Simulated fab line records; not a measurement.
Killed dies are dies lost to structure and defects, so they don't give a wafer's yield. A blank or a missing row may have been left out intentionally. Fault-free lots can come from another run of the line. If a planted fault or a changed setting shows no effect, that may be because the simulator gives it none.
Which tool did it? / flow berkeley_cmos170 / 13 lots with 39 wafers sampled at 4 steps, on a route of 331 steps

## WHAT EACH GAUGE READ, for each wafer
UCB170_NWELL_TW_MEAS_16. Usual: for NWELL_TW the level is 1241 and the standard deviation is 11.
lot=L264; measured=day 2 11:44; on=film_metro-03; NWELL_TW=1242 1239 1237; flag=
lot=L265; measured=day 2 12:00; on=film_metro-02; NWELL_TW=1227 1222 1217; flag=
lot=L266; measured=day 2 20:26; on=film_metro-02; NWELL_TW=1225 1222 1227; flag=
lot=L267; measured=day 3 07:44; on=film_metro-01; NWELL_TW=1252 1250 1248; flag=
lot=L269; measured=day 3 15:46; on=film_metro-01; NWELL_TW=1255 1247 1251; flag=
lot=L270; measured=day 3 20:09; on=film_metro-02; NWELL_TW=1234 1233 1243; flag=
lot=L272; measured=day 4 02:41; on=film_metro-02; NWELL_TW=1225 1231 1225; flag=
lot=L275; measured=day 4 16:14; on=film_metro-01; NWELL_TW=1246 1236 1249; flag=
lot=L283; measured=day 6 11:53; on=film_metro-03; NWELL_TW=1237 1243 1242; flag=
lot=L284; measured=day 6 19:41; on=film_metro-02; NWELL_TW=1232 1243 1234; flag=
lot=L285; measured=day 6 19:58; on=film_metro-02; NWELL_TW=1227 1232 1230; flag=
lot=L286; measured=day 7 02:04; on=film_metro-01; NWELL_TW=1246 1252 1242; flag=
lot=L287; measured=day 7 11:14; on=film_metro-01; NWELL_TW=1242 1242 1251; flag=

UCB170_ACTIVE_THK_MEAS_06. Usual: for ACTIVE_NITRIDE_THK the level is 220.5 nm and the standard deviation is 2.3.
lot=L264; measured=day 4 11:32; on=film_metro-04; ACTIVE_NITRIDE_THK (nm)=217.9 219.4 219.0; flag=
lot=L265; measured=day 4 11:35; on=film_metro-02; ACTIVE_NITRIDE_THK (nm)=221.9 222.2 223.0; flag=
lot=L266; measured=day 5 00:20; on=film_metro-04; ACTIVE_NITRIDE_THK (nm)=217.5 219.4 217.2; flag=
lot=L267; measured=day 5 09:46; on=film_metro-02; ACTIVE_NITRIDE_THK (nm)=223.5 224.9 226.3; flag=
lot=L269; measured=day 5 18:12; on=film_metro-04; ACTIVE_NITRIDE_THK (nm)=216.3 215.2 217.3; flag=
lot=L270; measured=day 5 23:59; on=film_metro-01; ACTIVE_NITRIDE_THK (nm)=218.5 217.0 218.1; flag=
lot=L272; measured=day 6 05:18; on=film_metro-04; ACTIVE_NITRIDE_THK (nm)=220.5 221.6 219.4; flag=
lot=L275; measured=day 6 14:32; on=film_metro-01; ACTIVE_NITRIDE_THK (nm)=220.6 221.0 220.6; flag=
lot=L283; measured=day 9 04:49; on=film_metro-01; ACTIVE_NITRIDE_THK (nm)=219.6 222.8 222.5; flag=
lot=L284; measured=day 9 13:09; on=film_metro-04; ACTIVE_NITRIDE_THK (nm)=219.3 217.0 218.5; flag=
lot=L285; measured=day 9 20:00; on=film_metro-02; ACTIVE_NITRIDE_THK (nm)=219.9 220.7 220.2; flag=
lot=L286; measured=day 9 19:56; on=film_metro-02; ACTIVE_NITRIDE_THK (nm)=222.1 219.9 222.3; flag=
lot=L287; measured=day 9 20:03; on=film_metro-02; ACTIVE_NITRIDE_THK (nm)=217.7 218.0 217.7; flag=

UCB170_SACOX_THK_MEAS_02. Usual: for SACOX_OXIDE_THK the level is 14.31 nm and the standard deviation is 0.22.
lot=L264; measured=day 5 09:58; on=film_metro-03; SACOX_OXIDE_THK (nm)=14.44 14.43 14.52; flag=
lot=L265; measured=day 5 09:56; on=film_metro-02; SACOX_OXIDE_THK (nm)=14.42 14.61 14.75; flag=
lot=L266; measured=day 6 01:22; on=film_metro-03; SACOX_OXIDE_THK (nm)=14.29 14.45 14.14; flag=
lot=L267; measured=day 6 13:02; on=film_metro-02; SACOX_OXIDE_THK (nm)=13.98 13.91 13.70; flag=
lot=L269; measured=day 6 19:21; on=film_metro-04; SACOX_OXIDE_THK (nm)=14.63 14.64 14.50; flag=
lot=L270; measured=day 7 04:59; on=film_metro-04; SACOX_OXIDE_THK (nm)=14.46 14.22 14.22; flag=
lot=L272; measured=day 7 04:55; on=film_metro-02; SACOX_OXIDE_THK (nm)=14.48 14.44 14.47; flag=
lot=L275; measured=day 7 20:08; on=film_metro-04; SACOX_OXIDE_THK (nm)=14.08 14.43 14.45; flag=
lot=L283; measured=day 10 11:22; on=film_metro-03; SACOX_OXIDE_THK (nm)=14.07 14.35 14.38; flag=
lot=L284; measured=day 10 16:49; on=film_metro-03; SACOX_OXIDE_THK (nm)=14.24 14.24 14.27; flag=
lot=L285; measured=day 11 01:41; on=film_metro-03; SACOX_OXIDE_THK (nm)=14.22 14.32 14.28; flag=
lot=L286; measured=day 11 01:45; on=film_metro-04; SACOX_OXIDE_THK (nm)=14.05 14.33 14.29; flag=
lot=L287; measured=day 11 01:44; on=film_metro-03; SACOX_OXIDE_THK (nm)=14.38 14.24 14.17; flag=

## EACH LOT AND THE TOOL THAT RAN IT (in order: tool; ch and the chambers of the sampled wafers; start)
lot=L264; UCB170_PFIELD_EXPOSE_03=krf_scanner-01 ch 0, day 4 15:16
lot=L265; UCB170_PFIELD_EXPOSE_03=krf_scanner-01 ch 0, day 4 15:36
lot=L266; UCB170_PFIELD_EXPOSE_03=krf_scanner-02 ch 0, day 5 03:31
lot=L267; UCB170_PFIELD_EXPOSE_03=krf_scanner-01 ch 0, day 5 13:56
lot=L269; UCB170_PFIELD_EXPOSE_03=krf_scanner-01 ch 0, day 5 20:33
lot=L270; UCB170_PFIELD_EXPOSE_03=krf_scanner-01 ch 0, day 6 03:38
lot=L272; UCB170_PFIELD_EXPOSE_03=krf_scanner-02 ch 0, day 6 07:56
lot=L275; UCB170_PFIELD_EXPOSE_03=krf_scanner-01 ch 0, day 6 17:41
lot=L283; UCB170_PFIELD_EXPOSE_03=krf_scanner-01 ch 0, day 9 06:58
lot=L284; UCB170_PFIELD_EXPOSE_03=krf_scanner-01 ch 0, day 9 15:20
lot=L285; UCB170_PFIELD_EXPOSE_03=krf_scanner-02 ch 0, day 10 00:23
lot=L286; UCB170_PFIELD_EXPOSE_03=krf_scanner-02 ch 0, day 10 00:09
lot=L287; UCB170_PFIELD_EXPOSE_03=krf_scanner-02 ch 0, day 10 00:15
- UCB170_PFIELD_EXPOSE_03: exposes mask PFIELD, target cd 1500 nm.

## WHAT THE TOOLS THEMSELVES READ (means of the sampled wafers that have a number; where no wafer has one, the mark that the record gives instead)
The record holds no such reading with a usual standard deviation.

## THE ANSWER, worked out from the rows above alone
Rule: a lot counts as off when the mean over its wafers that have a number is more than 3 standard deviations away from the usual mean. A lot without any number at a reading at which 4 lots or more have one is off too. The other lots that the step has rows for count as sound. Order of review: gauges by route order, followed by the tools' own readings, for which a lot's mean as printed above is used. At the first step where some lot is off, the reading lying furthest off is the one used; lots without a number count as furthest.
No lot is off at any reading shown: from this, nothing can be told.

## WHAT THE SIMULATOR PUT IN
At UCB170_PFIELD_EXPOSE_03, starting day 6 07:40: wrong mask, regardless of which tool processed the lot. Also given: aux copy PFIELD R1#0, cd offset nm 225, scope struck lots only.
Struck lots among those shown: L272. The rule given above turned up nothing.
